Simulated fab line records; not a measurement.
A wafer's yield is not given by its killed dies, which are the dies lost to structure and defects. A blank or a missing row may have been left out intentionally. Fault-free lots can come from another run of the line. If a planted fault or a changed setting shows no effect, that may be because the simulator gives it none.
Split-lot study || flow berkeley_cmos170 || 5 lots, 27 wafers read, on a route of 331 steps

== ON THE SPLIT ==
At UCB170_NWELL_OXIDATION_01 (target thk 26.4 nm, ox time 1260 s), the setting ox_time_s was moved away from the recipe's 1260 s on 18 of the 27 wafers read, by -20.7% to +51.1%. This setting was run at the recipe's value on the other wafers.

There is no step in the file separating the split from the reading.

== THE READING ==
Values of NWELL_OXIDE_THK in nm from UCB170_NWELL_THK_MEAS_02. On this fab line, fault-free wafers typically give 26.3 nm with a standard deviation of 0.37 nm.

{"wafer": "L074.1", "tool, chamber at the split": "-, -", "ox_time_s as run, s": 999.1, "against the recipe": "-20.7%", "NWELL_OXIDE_THK, nm": 23.8, "against lot-mates on the recipe": "no lot-mate on the recipe"}
{"wafer": "L074.2", "tool, chamber at the split": "-, -", "ox_time_s as run, s": 999.1, "against the recipe": "-20.7%", "NWELL_OXIDE_THK, nm": 22.9, "against lot-mates on the recipe": "no lot-mate on the recipe"}
{"wafer": "L074.3", "tool, chamber at the split": "-, -", "ox_time_s as run, s": 999.1, "against the recipe": "-20.7%", "NWELL_OXIDE_THK, nm": 23.3, "against lot-mates on the recipe": "no lot-mate on the recipe"}
{"wafer": "L074.4", "tool, chamber at the split": "-, -", "ox_time_s as run, s": 999.1, "against the recipe": "-20.7%", "NWELL_OXIDE_THK, nm": 23.2, "against lot-mates on the recipe": "no lot-mate on the recipe"}
{"wafer": "L074.5", "tool, chamber at the split": "-, -", "ox_time_s as run, s": 999.1, "against the recipe": "-20.7%", "NWELL_OXIDE_THK, nm": 23.2, "against lot-mates on the recipe": "no lot-mate on the recipe"}
{"wafer": "L074.6", "tool, chamber at the split": "-, -", "ox_time_s as run, s": 999.1, "against the recipe": "-20.7%", "NWELL_OXIDE_THK, nm": 22.9, "against lot-mates on the recipe": "no lot-mate on the recipe"}
{"wafer": "L077.1", "tool, chamber at the split": "furnace-04, 0", "ox_time_s as run, s": 1260, "against the recipe": "recipe", "NWELL_OXIDE_THK, nm": 26.8, "against lot-mates on the recipe": "-"}
{"wafer": "L077.2", "tool, chamber at the split": "furnace-04, 0", "ox_time_s as run, s": 1260, "against the recipe": "recipe", "NWELL_OXIDE_THK, nm": 26.8, "against lot-mates on the recipe": "-"}
{"wafer": "L077.3", "tool, chamber at the split": "furnace-04, 0", "ox_time_s as run, s": 1260, "against the recipe": "recipe", "NWELL_OXIDE_THK, nm": 26.2, "against lot-mates on the recipe": "-"}
{"wafer": "L080.1", "tool, chamber at the split": "-, -", "ox_time_s as run, s": 1260, "against the recipe": "recipe", "NWELL_OXIDE_THK, nm": 25.6, "against lot-mates on the recipe": "-"}
{"wafer": "L080.2", "tool, chamber at the split": "-, -", "ox_time_s as run, s": 1260, "against the recipe": "recipe", "NWELL_OXIDE_THK, nm": 26.3, "against lot-mates on the recipe": "-"}
{"wafer": "L080.3", "tool, chamber at the split": "-, -", "ox_time_s as run, s": 1260, "against the recipe": "recipe", "NWELL_OXIDE_THK, nm": 25.8, "against lot-mates on the recipe": "-"}
{"wafer": "L080.4", "tool, chamber at the split": "-, -", "ox_time_s as run, s": 1260, "against the recipe": "recipe", "NWELL_OXIDE_THK, nm": 26.8, "against lot-mates on the recipe": "-"}
{"wafer": "L080.5", "tool, chamber at the split": "-, -", "ox_time_s as run, s": 1260, "against the recipe": "recipe", "NWELL_OXIDE_THK, nm": 26.1, "against lot-mates on the recipe": "-"}
{"wafer": "L080.6", "tool, chamber at the split": "-, -", "ox_time_s as run, s": 1260, "against the recipe": "recipe", "NWELL_OXIDE_THK, nm": 26.4, "against lot-mates on the recipe": "-"}
{"wafer": "L081.1", "tool, chamber at the split": "-, -", "ox_time_s as run, s": 1648, "against the recipe": "+30.8%", "NWELL_OXIDE_THK, nm": 31.0, "against lot-mates on the recipe": "no lot-mate on the recipe"}
{"wafer": "L081.2", "tool, chamber at the split": "-, -", "ox_time_s as run, s": 1648, "against the recipe": "+30.8%", "NWELL_OXIDE_THK, nm": 31.1, "against lot-mates on the recipe": "no lot-mate on the recipe"}
{"wafer": "L081.3", "tool, chamber at the split": "-, -", "ox_time_s as run, s": 1648, "against the recipe": "+30.8%", "NWELL_OXIDE_THK, nm": 31.2, "against lot-mates on the recipe": "no lot-mate on the recipe"}
{"wafer": "L081.4", "tool, chamber at the split": "-, -", "ox_time_s as run, s": 1648, "against the recipe": "+30.8%", "NWELL_OXIDE_THK, nm": 31.0, "against lot-mates on the recipe": "no lot-mate on the recipe"}
{"wafer": "L081.5", "tool, chamber at the split": "-, -", "ox_time_s as run, s": 1648, "against the recipe": "+30.8%", "NWELL_OXIDE_THK, nm": 31.1, "against lot-mates on the recipe": "no lot-mate on the recipe"}
{"wafer": "L081.6", "tool, chamber at the split": "-, -", "ox_time_s as run, s": 1648, "against the recipe": "+30.8%", "NWELL_OXIDE_THK, nm": 30.9, "against lot-mates on the recipe": "no lot-mate on the recipe"}
{"wafer": "L085.1", "tool, chamber at the split": "-, -", "ox_time_s as run, s": 1904, "against the recipe": "+51.1%", "NWELL_OXIDE_THK, nm": 32.8, "against lot-mates on the recipe": "no lot-mate on the recipe"}
{"wafer": "L085.2", "tool, chamber at the split": "-, -", "ox_time_s as run, s": 1904, "against the recipe": "+51.1%", "NWELL_OXIDE_THK, nm": 32.4, "against lot-mates on the recipe": "no lot-mate on the recipe"}
{"wafer": "L085.3", "tool, chamber at the split": "-, -", "ox_time_s as run, s": 1904, "against the recipe": "+51.1%", "NWELL_OXIDE_THK, nm": 32.4, "against lot-mates on the recipe": "no lot-mate on the recipe"}
{"wafer": "L085.4", "tool, chamber at the split": "-, -", "ox_time_s as run, s": 1904, "against the recipe": "+51.1%", "NWELL_OXIDE_THK, nm": 33.0, "against lot-mates on the recipe": "no lot-mate on the recipe"}
{"wafer": "L085.5", "tool, chamber at the split": "-, -", "ox_time_s as run, s": 1904, "against the recipe": "+51.1%", "NWELL_OXIDE_THK, nm": 32.5, "against lot-mates on the recipe": "no lot-mate on the recipe"}
{"wafer": "L085.6", "tool, chamber at the split": "-, -", "ox_time_s as run, s": 1904, "against the recipe": "+51.1%", "NWELL_OXIDE_THK, nm": 32.4, "against lot-mates on the recipe": "no lot-mate on the recipe"}

FIT RESULTS
A straight line over all 27 wafers: NWELL_OXIDE_THK changes by +0.134 nm for each +1% of ox_time_s; r = +0.99; the points scatter about the line by 0.54 nm.
Too few moved wafers have a lot-mate on the recipe to fit a line with each lot's own level taken away.

== THE WHOLE CHAIN: every reading that the file lists as answering this split, in the file's order ==
{"step": "UCB170_NWELL_OXIDATION_01", "what it does": "target thk 26.4 nm, ox time 1260 s", "reading": "SiO2_of_NWELL_OXIDATION_01.thk_nm (the simulator's own value, which no gauge read)", "change (the file's fit)": "+0.134 nm for each +1% of the setting", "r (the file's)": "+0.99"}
{"step": "UCB170_NWELL_THK_MEAS_02", "what it does": "", "reading": "NWELL_OXIDE_THK", "change (the file's fit)": "+0.134 for each +1% of the setting", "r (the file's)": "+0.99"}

== THE FILE'S OWN FIT ==
NWELL_OXIDE_THK changes by +0.134 nm for each +1% of ox_time_s, r = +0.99.
